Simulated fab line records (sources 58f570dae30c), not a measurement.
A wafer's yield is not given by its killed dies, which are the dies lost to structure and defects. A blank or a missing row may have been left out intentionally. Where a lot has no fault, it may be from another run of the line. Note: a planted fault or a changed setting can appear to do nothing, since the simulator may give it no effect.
fab line records -- flow berkeley_cmos170 -- part 2 of 2: steps 29 to 39 of 39
record lots=5, wafers=15, last_day=12
route steps=331 shown PSD@183 NSD@187 BACKSIDE@199 SDANNEAL@204 PLDD@208 NLDD@209 SILICIDE@210 CONTACT@216
lots that met no fault: from a run of the same line without faults
start_h: hours from the record's first day to the start of the lot's first wafer shown -- wait_h: hours elapsed since this lot's preceding step -- " the same as in the row above -- L1.1+2: a row that stands for several wafers -- - no value, or no start given -- * or withheld: withheld -- < > ~ a bound
route shown NAME@n: NAME is a module with steps in the file, n the number in the route of the first one -- usual: average and standard deviation across the fault-free wafers -- same: alike in all rows -- chamber/n: place in a boat -- sites: each site's reading -- _std_site: the standard deviation of these -- _edge_site: the outer-site mean with the inner-site mean subtracted -- radius_mm: for every site, how far away it sits from the centre of the wafer -- mask NAME#n: copy n -- behind: the tool/chamber that last shaped the wafer -- hold: reason for holding the lot/hours on hold/outcome of the hold -- device: transistor that didn't switch, given as n, p or np -- end of line: the route-end tests of the same wafers -- a step given without rows: its recipe and nothing more -- killed: not the wafer's yield, but the dies lost to structure and defects at the first sort -- map: the dies of a wafer, with x for killed, . for not killed, _ for no die there
set.NAME: setting as actually run; set.NAME@STEP: the setting as run at that earlier step -- model.NAME: the simulator's own value behind a step, which no gauge read
certain route steps with their lots: each step a table, each wafer a row
services: when a tool's chamber went out of use (start_h, in hours from the record's first day, below 0 if earlier), for how many hours, and the reason
## steps
# step UCB170_SILICIDE_SPUTTER_01
# recipe material=Ti, target_thk_nm=30, time_s=25, power_w=1500, chamber_pressure_pa=0.5
# usual chamber_pressure_pa=0.4999/0.00097, throttle_valve_pct=30.3/0.88
lot.wafer,tool,chamber,start_h,wait_h,chamber_pressure_pa,throttle_valve_pct
L076.1,pvd_sputter-01,-,143.93,0.0,0.4997,30.5
L076.3,pvd_sputter-01,-,143.93,0.0,0.5003,29.8
L076.6,pvd_sputter-01,-,143.93,0.0,0.4998,30.1
L082.1,pvd_sputter-03,-,185.20,0.0,0.5007,31.9
L082.3,pvd_sputter-03,-,185.20,0.0,0.4989,29.6
L082.5,pvd_sputter-03,-,185.20,0.0,0.5001,29.2
L087.1,pvd_sputter-01,-,206.38,0.0,0.4978,30.1
L087.4,pvd_sputter-01,-,206.38,0.0,0.4994,31.4
L087.5,pvd_sputter-01,-,206.38,0.0,0.4993,30.7
L093.2,pvd_sputter-02,-,235.70,0.0,0.5005,29.1
L093.3,pvd_sputter-02,-,235.70,0.0,0.5001,30.5
L093.6,pvd_sputter-02,-,235.70,0.0,0.4996,29.1
L096.1,pvd_sputter-03,-,254.47,0.0,0.4993,31.7
L096.5,pvd_sputter-03,-,254.47,0.0,0.5008,31.5
L096.6,pvd_sputter-03,-,254.47,0.0,0.5007,29.2
# step UCB170_SILICIDE_RS_MEAS_02
# recipe thk_meas_gauge=four-point-probe, reads=Ti_of_SILICIDE_SPUTTER_01
# usual SILICIDE_TI_RS=26.3/0.46
lot.wafer,tool,chamber,start_h,wait_h,SILICIDE_TI_RS[ohm/sq]
L076.1,film_metro-04,-,143.96,0.0,26.1
L076.3,film_metro-04,-,143.96,0.0,26.9
L076.6,film_metro-04,-,143.96,0.0,26.3
L082.1,film_metro-03,-,185.23,0.0,26.1
L082.3,film_metro-03,-,185.23,0.0,26.1
L082.5,film_metro-03,-,185.23,0.0,26.0
L087.1,film_metro-02,-,206.41,0.0,26.8
L087.4,film_metro-02,-,206.41,0.0,25.9
L087.5,film_metro-02,-,206.41,0.0,26.5
L093.2,film_metro-04,-,235.75,0.0,25.7
L093.3,film_metro-04,-,235.75,0.0,26.2
L093.6,film_metro-04,-,235.75,0.0,25.9
L096.1,film_metro-02,-,254.53,0.0,26.6
L096.5,film_metro-02,-,254.53,0.0,26.4
L096.6,film_metro-02,-,254.53,0.0,26.5
# step UCB170_SILICIDE_THK_MEAS_03
# recipe thk_meas_gauge=xrf, reads=Ti_of_SILICIDE_SPUTTER_01
# usual SILICIDE_TI_THK=30.3/0.46
lot.wafer,tool,chamber,start_h,wait_h,SILICIDE_TI_THK[nm]
L076.1,film_metro-04,-,144.08,0.1,30.5
L076.3,film_metro-04,-,144.08,0.1,29.6
L076.6,film_metro-04,-,144.08,0.1,30.3
L082.1,film_metro-03,-,185.35,0.1,30.7
L082.3,film_metro-03,-,185.35,0.1,30.6
L082.5,film_metro-03,-,185.35,0.1,30.7
L087.1,film_metro-02,-,206.53,0.1,29.9
L087.4,film_metro-02,-,206.53,0.1,30.5
L087.5,film_metro-02,-,206.53,0.1,30.0
L093.2,film_metro-04,-,235.86,0.1,31.0
L093.3,film_metro-04,-,235.86,0.1,30.3
L093.6,film_metro-04,-,235.86,0.1,30.6
L096.1,film_metro-02,-,254.65,0.1,30.0
L096.5,film_metro-02,-,254.65,0.1,30.2
L096.6,film_metro-02,-,254.65,0.1,30.0
# step UCB170_SILICIDE_RTA_04
# recipe temp_c=650, time_s=15, ambient=N2
# usual lamp_power_pct=10.6/0.48, wafer_temp_C_max=652.0/0.46
lot.wafer,tool,chamber,start_h,wait_h,lamp_power_pct,wafer_temp_C_max
L076.1,rtp_anneal-01,0,144.14,0.1,10.1,652.4
L076.3,rtp_anneal-01,0,144.14,0.1,10.1,652.5
L076.6,rtp_anneal-01,0,144.14,0.1,10.1,651.9
L082.1,rtp_anneal-01,0,185.41,0.1,10.2,651.3
L082.3,rtp_anneal-01,0,185.41,0.1,10.1,652.1
L082.5,rtp_anneal-01,0,185.41,0.1,10.2,651.8
L087.1,rtp_anneal-02,0,206.59,0.1,11.1,652.0
L087.4,rtp_anneal-02,0,206.59,0.1,11.1,652.1
L087.5,rtp_anneal-02,0,206.59,0.1,11.1,652.3
L093.2,rtp_anneal-02,0,235.92,0.1,11.1,651.6
L093.3,rtp_anneal-02,0,235.92,0.1,11.1,651.9
L093.6,rtp_anneal-02,0,235.92,0.1,11.1,652.6
L096.1,rtp_anneal-02,0,254.71,0.1,11.1,652.8
L096.5,rtp_anneal-02,0,254.71,0.1,11.1,652.6
L096.6,rtp_anneal-02,0,254.71,0.1,11.1,652.6
# step UCB170_SILICIDE_WET_ETCH_05
# recipe chemistry=SPM, time_s=45, temp_c=120, target=Ti
# usual bath_guard_temp_C=120.0/0.42, temp_c=119.97/0.14
lot.wafer,tool,chamber,start_h,wait_h,bath_guard_temp_C,temp_c
L076.1,wet_bench-03,0,144.22,0.1,120.3,119.89
L076.3,wet_bench-03,0,144.22,0.1,120.2,119.88
L076.6,wet_bench-03,0,144.22,0.1,120.4,119.84
L082.1,wet_bench-03,3,185.93,0.5,120.4,119.74
L082.3,wet_bench-03,3,185.93,0.5,120.4,119.84
L082.5,wet_bench-03,3,185.93,0.5,120.1,119.67
L087.1,wet_bench-04,0,206.67,0.1,119.9,119.91
L087.4,wet_bench-04,0,206.67,0.1,120.0,119.85
L087.5,wet_bench-04,0,206.67,0.1,120.0,119.85
L093.2,wet_bench-03,2,235.98,0.1,120.3,119.69
L093.3,wet_bench-03,2,235.98,0.1,120.5,119.91
L093.6,wet_bench-03,2,235.98,0.1,120.0,119.87
L096.1,wet_bench-03,2,254.79,0.1,119.8,120.06
L096.5,wet_bench-03,2,254.79,0.1,119.9,119.99
L096.6,wet_bench-03,2,254.79,0.1,119.6,119.92
# step UCB170_CONTACT_CLEAN_00
# recipe chemistry=SPM, temp_c=120, time_s=600
# usual bath_guard_temp_C=120.1/0.41, temp_c=120.00/0.12
lot.wafer,tool,chamber,start_h,wait_h,bath_guard_temp_C,temp_c
L076.1,wet_bench-03,0,144.24,0.0,120.3,119.87
L076.3,wet_bench-03,0,144.24,0.0,120.1,120.08
L076.6,wet_bench-03,0,144.24,0.0,120.0,120.05
L082.1,wet_bench-03,0,186.17,0.2,120.4,120.08
L082.3,wet_bench-03,0,186.17,0.2,120.3,120.08
L082.5,wet_bench-03,0,186.17,0.2,120.3,119.96
L087.1,wet_bench-02,2,206.69,0.0,120.1,120.12
L087.4,wet_bench-02,2,206.69,0.0,120.0,119.99
L087.5,wet_bench-02,2,206.69,0.0,120.1,120.09
L093.2,wet_bench-02,3,236.01,0.0,119.8,119.87
L093.3,wet_bench-02,3,236.01,0.0,119.6,120.20
L093.6,wet_bench-02,3,236.01,0.0,119.8,120.20
L096.1,wet_bench-04,2,254.81,0.0,120.8,119.85
L096.5,wet_bench-04,2,254.81,0.0,120.4,120.06
L096.6,wet_bench-04,2,254.81,0.0,120.3,119.92
# step UCB170_CONTACT_CVD_01
# recipe material=PSG, target_thk_nm=700, temp_c=450, precursor=SiH4/O2/PH3, time_s=2820, pressure_mtorr=300, sih4_flow_sccm=60, o2_flow_sccm=90, ph3_flow_sccm=25
# usual zone_power_source_pct=7.7/0.56
lot.wafer,tool,chamber,start_h,wait_h,zone_power_source_pct
L076.1,lpcvd-02,1,144.41,0.0,7.6
L076.3,lpcvd-02,1,144.41,0.0,7.6
L076.6,lpcvd-02,1,144.41,0.0,7.7
L082.1,lpcvd-01,0,187.07,0.7,8.5
L082.3,lpcvd-01,0,187.07,0.7,8.6
L082.5,lpcvd-01,0,187.07,0.7,8.6
L087.1,lpcvd-02,1,207.91,1.0,7.6
L087.4,lpcvd-02,1,207.91,1.0,7.7
L087.5,lpcvd-02,1,207.91,1.0,7.7
L093.2,lpcvd-01,0,238.58,2.4,8.6
L093.3,lpcvd-01,0,238.58,2.4,8.4
L093.6,lpcvd-01,0,238.58,2.4,8.5
L096.1,lpcvd-01,1,255.44,0.4,7.7
L096.5,lpcvd-01,1,255.44,0.4,7.7
L096.6,lpcvd-01,1,255.44,0.4,7.6
# step UCB170_CONTACT_THK_MEAS_02
# recipe reads=PSG_of_CONTACT_CVD_01
# usual CONTACT_PSG_THK=701/5.7
lot.wafer,tool,chamber,start_h,wait_h,CONTACT_PSG_THK[nm]
L076.1,film_metro-04,-,146.20,0.0,696
L076.3,film_metro-04,-,146.20,0.0,700
L076.6,film_metro-04,-,146.20,0.0,700
L082.1,film_metro-04,-,188.86,0.0,692
L082.3,film_metro-04,-,188.86,0.0,695
L082.5,film_metro-04,-,188.86,0.0,692
L087.1,film_metro-01,-,209.69,0.0,697
L087.4,film_metro-01,-,209.69,0.0,698
L087.5,film_metro-01,-,209.69,0.0,699
L093.2,film_metro-03,-,240.37,0.0,708
L093.3,film_metro-03,-,240.37,0.0,704
L093.6,film_metro-03,-,240.37,0.0,708
L096.1,film_metro-01,-,257.22,0.0,710
L096.5,film_metro-01,-,257.22,0.0,713
L096.6,film_metro-01,-,257.22,0.0,714
# step UCB170_CONTACT_HMDS_03
# recipe prime_time_s=60, prime_temp_c=100
lot.wafer,tool,chamber,start_h,wait_h
L076.1+3+6,litho_track-03,0,146.26,0.1
L082.1+3+5,litho_track-04,0,189.31,0.4
L087.1+4+5,litho_track-04,0,209.75,0.1
L093.2+3+6,litho_track-04,0,240.63,0.2
L096.1+5+6,litho_track-03,0,257.28,0.1
# step UCB170_CONTACT_COAT_04
# recipe resist=KrF, spin_rpm=1500, resist_thk_nm=900
lot.wafer,tool,chamber,start_h,wait_h
L076.1+3+6,litho_track-03,0,146.41,0.1
L082.1+3+5,litho_track-04,0,189.46,0.1
L087.1+4+5,litho_track-04,0,209.90,0.1
L093.2+3+6,litho_track-04,0,240.78,0.1
L096.1+5+6,litho_track-03,0,257.43,0.1
# step UCB170_CONTACT_SOFTBAKE_05
# recipe resist=KrF, temp_c=130, time_s=60
lot.wafer,tool,chamber,start_h,wait_h
L076.1+3+6,litho_track-03,0,146.56,0.1
L082.1+3+5,litho_track-04,0,189.61,0.1
L087.1+4+5,litho_track-04,0,210.05,0.1
L093.2+3+6,litho_track-04,0,240.93,0.1
L096.1+5+6,litho_track-03,0,257.58,0.1
## services
tool,chamber,start_h,hours,kind
plasma_asher-02,-,125.29,10.7,pm
krf_scanner-02,-,126.22,1.3,pm
pvd_sputter-03,-,126.38,0.9,repair
plasma_asher-04,-,136.16,13.9,pm
pvd_sputter-03,-,140.76,1.2,repair
implanter-01,-,146.35,3.1,pm
implanter-01,-,150.73,0.6,repair
implanter-04,-,155.38,1.5,repair
krf_scanner-01,-,157.78,1.0,pm
implanter-01,-,165.49,1.8,repair
krf_scanner-01,-,176.48,0.8,pm
implanter-04,-,182.09,3.0,repair
plasma_asher-02,-,195.31,7.5,repair
plasma_asher-03,-,195.47,2.8,pm
implanter-01,-,199.04,4.6,repair
plasma_asher-02,-,200.49,1.3,repair
wet_bench-04,-,202.64,1.9,pm
krf_scanner-01,-,212.20,0.4,repair
rtp_anneal-01,-,213.09,4.6,pm
krf_scanner-01,-,225.90,2.1,repair
implanter-04,-,245.71,1.0,repair
krf_scanner-01,-,247.00,1.3,pm
implanter-04,-,252.19,2.2,repair
plasma_asher-01,-,254.08,8.2,pm
